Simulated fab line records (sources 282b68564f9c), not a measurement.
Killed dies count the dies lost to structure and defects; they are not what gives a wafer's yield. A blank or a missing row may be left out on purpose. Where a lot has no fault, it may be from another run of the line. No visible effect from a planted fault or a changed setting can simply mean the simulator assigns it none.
fab line records + flow rit-cmos
record:
- lots: 15
- wafers: 45
- last-day: 8
route steps=202 shown WELLDRIVE@50 NWELL@51 PWELL@52
lots that met no fault: taken from a fault-free run of the same line
start-h: hours from the record's first day to the start of the lot's first wafer shown + wait-h: hours elapsed since this lot's preceding step + " the same as in the row above + L1.1+2: a single row standing in for several wafers + - no value, or no start was given + * or withheld: withheld + < > ~ a bound
route shown NAME@n: names a module that has steps shown in the file, with the first one's number in the route + usual: average and standard deviation across the fault-free wafers + same: alike in all rows + chamber/n: place in a boat + sites: per-site readings + _std_site: how widely they spread, as a standard deviation + _edge_site: mean of outer sites minus mean of inner sites + radius-mm: for every site, how far away it sits from the centre of the wafer + mask NAME#n: copy n + behind: the most recent tool/chamber to have shaped the wafer + hold: why the lot went on hold/how many hours it stayed there/how the hold came to an end + device: transistor that didn't switch, given as n, p or np + end of line: the same wafers' tests at the end of the route + where a step has no rows: the recipe by itself + killed: the dies lost at the first sort to structure and to defects; this is not the yield of the wafer + map: a wafer's dies, x killed, . not, _ none there
set.NAME: the run value of the setting; set.NAME@STEP: its run value at that earlier step + model.NAME: the simulator's own value behind a step, which no gauge read
a sample of lots followed through the steps of the route, with each step as a table and each wafer as a row
services: the hour from which a tool's chamber was out of use, counted from the record's first day as start-h (under 0 if before that day), plus the number of hours and why
== steps ==
step: RIT_WELLDRIVE_ANNEAL_00
recipe:
- temp-c: 1100
- time-s: 14700
- ambient: N2
usual:
- spike-tc-centre-C: 1102.8/1.2
- spike-tc-load-C: 1126/3.2
- spike-tc-source-C: 1126.0/1.4
- tube-center-temp-C: 1100/0.092
- tube_center_temp_C_max: 1102.8/0.48
- zone-power-load-pct: 40.9/1.2
| lot.wafer | tool       | chamber | start-h | wait-h | spike-tc-centre-C | spike-tc-load-C | spike-tc-source-C | tube-center-temp-C | tube_center_temp_C_max | zone-power-load-pct |
|-----------|------------|---------|---------|--------|-------------------|-----------------|-------------------|--------------------|------------------------|---------------------|
| L613.3    | furnace-01 | 0       | 25.61   | 0.0    | 1103.8            | 1126            | 1124.1            | 1100               | 1103.2                 | 41.1                |
| L613.5    | "          | 0       | "       | "      | 1103.0            | 1125            | 1125.8            | 1100               | 1103.0                 | 41.2                |
| L613.6    | "          | 0       | "       | "      | 1104.4            | 1124            | 1126.4            | 1100.1             | 1103.1                 | 41.6                |
| L614.2    | furnace-01 | 0       | 30.94   | 0.2    | 1104.6            | 1124            | 1124.6            | 1100               | 1102.8                 | 41.6                |
| L614.4    | "          | 0       | "       | "      | 1103.4            | 1124            | 1125.2            | 1100.1             | 1102.4                 | 41.9                |
| L614.6    | "          | 0       | "       | "      | 1101.1            | 1124            | 1125.9            | 1100.1             | 1102.7                 | 41.7                |
| L615.3    | furnace-03 | 0       | 33.63   | 0.0    | 1100.4            | 1132            | 1127.1            | 1100.1             | 1102.7                 | 40.8                |
| L615.5    | "          | 0       | "       | "      | 1102.9            | 1131            | 1128.4            | 1099.9             | 1102.6                 | 40.8                |
| L615.6    | "          | 0       | "       | "      | 1101.1            | 1133            | 1127.2            | 1100.2             | 1102.9                 | 41.0                |
| L617.1    | furnace-01 | 0       | 45.98   | 0.1    | 1106.7            | 1123            | 1124.4            | 1099.9             | 1104.3                 | 41.5                |
| L617.2    | "          | 0       | "       | "      | 1102.3            | 1126            | 1125.5            | 1100               | 1103.0                 | 42.3                |
| L617.3    | "          | 0       | "       | "      | 1104.2            | 1123            | 1127.4            | 1099.9             | 1102.6                 | 42.1                |
| L619.2    | furnace-04 | 0       | 57.46   | 0.0    | 1104.5            | 1124            | 1127.7            | 1099.9             | 1102.5                 | 38.4                |
| L619.3    | "          | 0       | "       | "      | 1104.4            | 1124            | 1127.8            | 1100               | 1102.4                 | 39.0                |
| L619.4    | "          | 0       | "       | "      | 1103.5            | 1121            | 1127.6            | 1100               | 1103.0                 | 39.4                |
| L620.2    | furnace-01 | 0       | 63.02   | 3.0    | 1102.4            | 1124            | 1125.5            | 1099.9             | 1102.7                 | 41.3                |
| L620.3    | "          | 0       | "       | "      | 1102.5            | 1125            | 1125.5            | 1099.8             | 1101.6                 | 41.2                |
| L620.6    | "          | 0       | "       | "      | 1102.6            | 1126            | 1124.3            | 1100.1             | 1103.7                 | 42.0                |
| L621.1    | furnace-04 | 0       | 71.64   | 0.1    | 1103.7            | 1123            | 1127.0            | 1100.2             | 1102.7                 | 39.5                |
| L621.4    | "          | 0       | "       | "      | 1104.5            | 1123            | 1127.0            | 1099.9             | 1102.9                 | 38.8                |
| L621.5    | "          | 0       | "       | "      | 1103.8            | 1123            | 1126.7            | 1100               | 1102.5                 | 38.4                |
| L622.3    | furnace-01 | 0       | 76.25   | 1.9    | 1102.0            | 1126            | 1124.2            | 1100               | 1102.9                 | 41.4                |
| L622.5    | "          | 0       | "       | "      | 1103.7            | 1124            | 1124.2            | 1100               | 1103.0                 | 41.6                |
| L622.6    | "          | 0       | "       | "      | 1102.6            | 1124            | 1127.4            | 1100.1             | 1102.9                 | 41.6                |
| L623.1    | furnace-03 | 0       | 79.19   | 0.1    | 1100.3            | 1132            | 1128.0            | 1100               | 1104.4                 | 40.8                |
| L623.4    | "          | 0       | "       | "      | 1103.1            | 1132            | 1129.4            | 1099.9             | 1103.4                 | 41.1                |
| L623.6    | "          | 0       | "       | "      | 1101.3            | 1132            | 1125.8            | 1100.1             | 1104.0                 | 40.8                |
| L624.3    | furnace-01 | 0       | 84.14   | 3.5    | 1101.2            | 1124            | 1126.1            | 1100               | 1103.0                 | 41.3                |
| L624.5    | "          | 0       | "       | "      | 1101.9            | 1125            | 1125.9            | 1099.9             | 1102.8                 | 42.0                |
| L624.6    | "          | 0       | "       | "      | 1101.9            | 1125            | 1125.6            | 1099.9             | 1103.1                 | 42.6                |
| L628.2    | furnace-01 | 0       | 99.96   | 2.6    | 1043.2            | 1064            | 1064.8            | 1040               | 1042.3                 | 36.2                |
| L628.3    | "          | 0       | "       | "      | 1043.8            | 1064            | 1063.8            | 1039.9             | 1042.8                 | 36.0                |
| L628.5    | "          | 0       | "       | "      | 1042.6            | 1063            | 1065.2            | 1040               | 1042.8                 | 37.2                |
| L629.2    | furnace-01 | 0       | 107.59  | 1.8    | 1042.5            | 1064            | 1065.3            | 1039.8             | 1042.2                 | 35.8                |
| L629.3    | "          | 0       | "       | "      | 1039.5            | 1063            | 1064.2            | 1039.9             | 1043.2                 | 36.8                |
| L629.6    | "          | 0       | "       | "      | 1043.0            | 1063            | 1064.2            | 1039.9             | 1042.9                 | 36.9                |
| L633.1    | furnace-01 | 0       | 125.36  | 0.2    | 1041.2            | 1064            | 1063.1            | 1039.9             | 1042.0                 | 35.8                |
| L633.2    | "          | 0       | "       | "      | 1043.7            | 1064            | 1063.8            | 1040               | 1042.2                 | 36.8                |
| L633.4    | "          | 0       | "       | "      | 1042.0            | 1064            | 1064.0            | 1040               | 1042.6                 | 36.8                |
| L635.1    | furnace-04 | 0       | 134.96  | 0.1    | 1104.0            | 1123            | 1125.4            | 1100.1             | 1103.0                 | 38.9                |
| L635.5    | "          | 0       | "       | "      | 1103.4            | 1124            | 1127.9            | 1100               | 1102.8                 | 38.3                |
| L635.6    | "          | 0       | "       | "      | 1102.3            | 1122            | 1125.6            | 1099.9             | 1102.4                 | 38.5                |
| L636.1    | furnace-04 | 0       | 141.61  | 3.4    | 1105.4            | 1124            | 1126.8            | 1099.8             | 1103.0                 | 38.7                |
| L636.2    | "          | 0       | "       | "      | 1103.2            | 1125            | 1127.8            | 1100               | 1102.7                 | 39.0                |
| L636.6    | "          | 0       | "       | "      | 1103.3            | 1123            | 1127.0            | 1100.1             | 1102.8                 | 39.2                |
step: RIT_WELLDRIVE_RS_MEAS_01
recipe:
- thk-meas-gauge: four-point-probe
usual:
- NWELL_RS: 275.5/0.86
| lot.wafer | tool          | chamber | start-h | wait-h | NWELL_RS[ohm/sq] |
|-----------|---------------|---------|---------|--------|------------------|
| L613.3    | film-metro-02 | -       | 30.73   | 0.0    | 275.2            |
| L613.5    | "             | -       | "       | "      | 275.0            |
| L613.6    | "             | -       | "       | "      | 274.3            |
| L614.2    | film-metro-02 | -       | 36.05   | 0.0    | 275.5            |
| L614.4    | "             | -       | "       | "      | 275.3            |
| L614.6    | "             | -       | "       | "      | 275.7            |
| L615.3    | film-metro-04 | -       | 38.76   | 0.0    | 276.4            |
| L615.5    | "             | -       | "       | "      | 275.3            |
| L615.6    | "             | -       | "       | "      | 275.4            |
| L617.1    | film-metro-04 | -       | 51.06   | 0.0    | 274.5            |
| L617.2    | "             | -       | "       | "      | 275.1            |
| L617.3    | "             | -       | "       | "      | 273.9            |
| L619.2    | film-metro-02 | -       | 62.57   | 0.0    | 275.2            |
| L619.3    | "             | -       | "       | "      | 274.3            |
| L619.4    | "             | -       | "       | "      | 275.1            |
| L620.2    | film-metro-02 | -       | 68.12   | 0.0    | 275.4            |
| L620.3    | "             | -       | "       | "      | 274.9            |
| L620.6    | "             | -       | "       | "      | 275.6            |
| L621.1    | film-metro-02 | -       | 76.73   | 0.0    | 276.0            |
| L621.4    | "             | -       | "       | "      | 276.2            |
| L621.5    | "             | -       | "       | "      | 276.8            |
| L622.3    | film-metro-04 | -       | 81.37   | 0.0    | 276.1            |
| L622.5    | "             | -       | "       | "      | 276.6            |
| L622.6    | "             | -       | "       | "      | 275.9            |
| L623.1    | film-metro-02 | -       | 84.27   | 0.0    | 274.7            |
| L623.4    | "             | -       | "       | "      | 275.5            |
| L623.6    | "             | -       | "       | "      | 273.9            |
| L624.3    | film-metro-04 | -       | 89.27   | 0.0    | 275.3            |
| L624.5    | "             | -       | "       | "      | 275.2            |
| L624.6    | "             | -       | "       | "      | 275.4            |
| L628.2    | film-metro-01 | -       | 105.08  | 0.0    | 348.1            |
| L628.3    | "             | -       | "       | "      | 348.3            |
| L628.5    | "             | -       | "       | "      | 347.2            |
| L629.2    | film-metro-02 | -       | 112.69  | 0.0    | 345.6            |
| L629.3    | "             | -       | "       | "      | 345.7            |
| L629.6    | "             | -       | "       | "      | 346.3            |
| L633.1    | film-metro-02 | -       | 130.44  | 0.0    | 346.6            |
| L633.2    | "             | -       | "       | "      | 346.8            |
| L633.4    | "             | -       | "       | "      | 346.2            |
| L635.1    | film-metro-04 | -       | 140.04  | 0.0    | 275.9            |
| L635.5    | "             | -       | "       | "      | 275.1            |
| L635.6    | "             | -       | "       | "      | 275.3            |
| L636.1    | film-metro-01 | -       | 146.69  | 0.0    | 275.2            |
| L636.2    | "             | -       | "       | "      | 275.2            |
| L636.6    | "             | -       | "       | "      | 275.5            |
step: RIT_WELLDRIVE_RS_MEAS_02
recipe:
- thk-meas-gauge: four-point-probe
usual:
- PWELL_RS: 435.9/1.3
| lot.wafer | tool          | chamber | start-h | wait-h | PWELL_RS[ohm/sq] |
|-----------|---------------|---------|---------|--------|------------------|
| L613.3    | film-metro-02 | -       | 30.85   | 0.1    | 435.7            |
| L613.5    | "             | -       | "       | "      | 436.5            |
| L613.6    | "             | -       | "       | "      | 434.3            |
| L614.2    | film-metro-02 | -       | 36.17   | 0.1    | 435.1            |
| L614.4    | "             | -       | "       | "      | 434.4            |
| L614.6    | "             | -       | "       | "      | 436.8            |
| L615.3    | film-metro-04 | -       | 38.88   | 0.1    | 437.2            |
| L615.5    | "             | -       | "       | "      | 438.0            |
| L615.6    | "             | -       | "       | "      | 436.6            |
| L617.1    | film-metro-04 | -       | 51.18   | 0.1    | 434.7            |
| L617.2    | "             | -       | "       | "      | 434.1            |
| L617.3    | "             | -       | "       | "      | 435.2            |
| L619.2    | film-metro-02 | -       | 62.69   | 0.1    | 435.3            |
| L619.3    | "             | -       | "       | "      | 436.7            |
| L619.4    | "             | -       | "       | "      | 435.2            |
| L620.2    | film-metro-02 | -       | 68.24   | 0.1    | 434.6            |
| L620.3    | "             | -       | "       | "      | 435.1            |
| L620.6    | "             | -       | "       | "      | 434.1            |
| L621.1    | film-metro-02 | -       | 76.85   | 0.1    | 433.8            |
| L621.4    | "             | -       | "       | "      | 436.2            |
| L621.5    | "             | -       | "       | "      | 436.3            |
| L622.3    | film-metro-04 | -       | 81.49   | 0.1    | 436.0            |
| L622.5    | "             | -       | "       | "      | 435.6            |
| L622.6    | "             | -       | "       | "      | 436.9            |
| L623.1    | film-metro-02 | -       | 84.39   | 0.1    | 434.3            |
| L623.4    | "             | -       | "       | "      | 435.7            |
| L623.6    | "             | -       | "       | "      | 437.0            |
| L624.3    | film-metro-04 | -       | 89.39   | 0.1    | 437.0            |
| L624.5    | "             | -       | "       | "      | 435.9            |
| L624.6    | "             | -       | "       | "      | 436.7            |
| L628.2    | film-metro-01 | -       | 105.20  | 0.1    | 501.2            |
| L628.3    | "             | -       | "       | "      | 501.8            |
| L628.5    | "             | -       | "       | "      | 500.5            |
| L629.2    | film-metro-02 | -       | 112.81  | 0.1    | 500.3            |
| L629.3    | "             | -       | "       | "      | 501.5            |
| L629.6    | "             | -       | "       | "      | 498.7            |
| L633.1    | film-metro-02 | -       | 130.56  | 0.1    | 500.3            |
| L633.2    | "             | -       | "       | "      | 500.5            |
| L633.4    | "             | -       | "       | "      | 499.4            |
| L635.1    | film-metro-04 | -       | 140.16  | 0.1    | 435.8            |
| L635.5    | "             | -       | "       | "      | 435.1            |
| L635.6    | "             | -       | "       | "      | 435.6            |
| L636.1    | film-metro-01 | -       | 146.81  | 0.1    | 436.8            |
| L636.2    | "             | -       | "       | "      | 436.8            |
| L636.6    | "             | -       | "       | "      | 437.4            |
== services ==
| tool       | chamber | start-h | hours | kind   |
|------------|---------|---------|-------|--------|
| furnace-04 | -       | 62.55   | 2.7   | pm     |
| furnace-01 | -       | 81.33   | 1.7   | pm     |
| furnace-01 | -       | 135.78  | 3.6   | pm     |
| furnace-03 | -       | 136.54  | 44.8  | repair |
== key ==
first-sign:
- step: RIT_WELLDRIVE_ANNEAL_00
- reading: tube-center-temp-C
- direction: down
- sigmas: 99+
- usual: *
- struck: *
effect:
- step: RIT_WELLDRIVE_ANNEAL_00
- reading: tube_center_temp_C_max
- direction: down
- sigmas: 99+
- usual: *
- struck: *
effect:
- step: RIT_WELLDRIVE_RS_MEAS_01
- reading: NWELL_RS
- direction: up
- sigmas: 83
- usual: 275.5
- struck: 346.8
effect:
- step: RIT_WELLDRIVE_RS_MEAS_02
- reading: PWELL_RS
- direction: up
- sigmas: 51
- usual: 435.9
- struck: 500.5
met-at RIT_WELLDRIVE_ANNEAL_00
struck-lots L628,L629,L633
tester-left-out L628,L629,L633
fault:
- kind: process-parameter-drift
- tool: furnace-01
- chamber: -
- onset-h: 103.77
- steps: RIT_WELLDRIVE_ANNEAL_00
- channel: temp-c
- offset: *
- shape: step
- end-h: 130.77
- acts-in: *
- stated: *
tester-left-out: of these lots the tester's yield and bins aren't shown, on N5 and GAA mostly nor the transistor test; their killed dies are dies lost to structure and defects alone, not to doping, threshold or leakage, so they don't give the yield
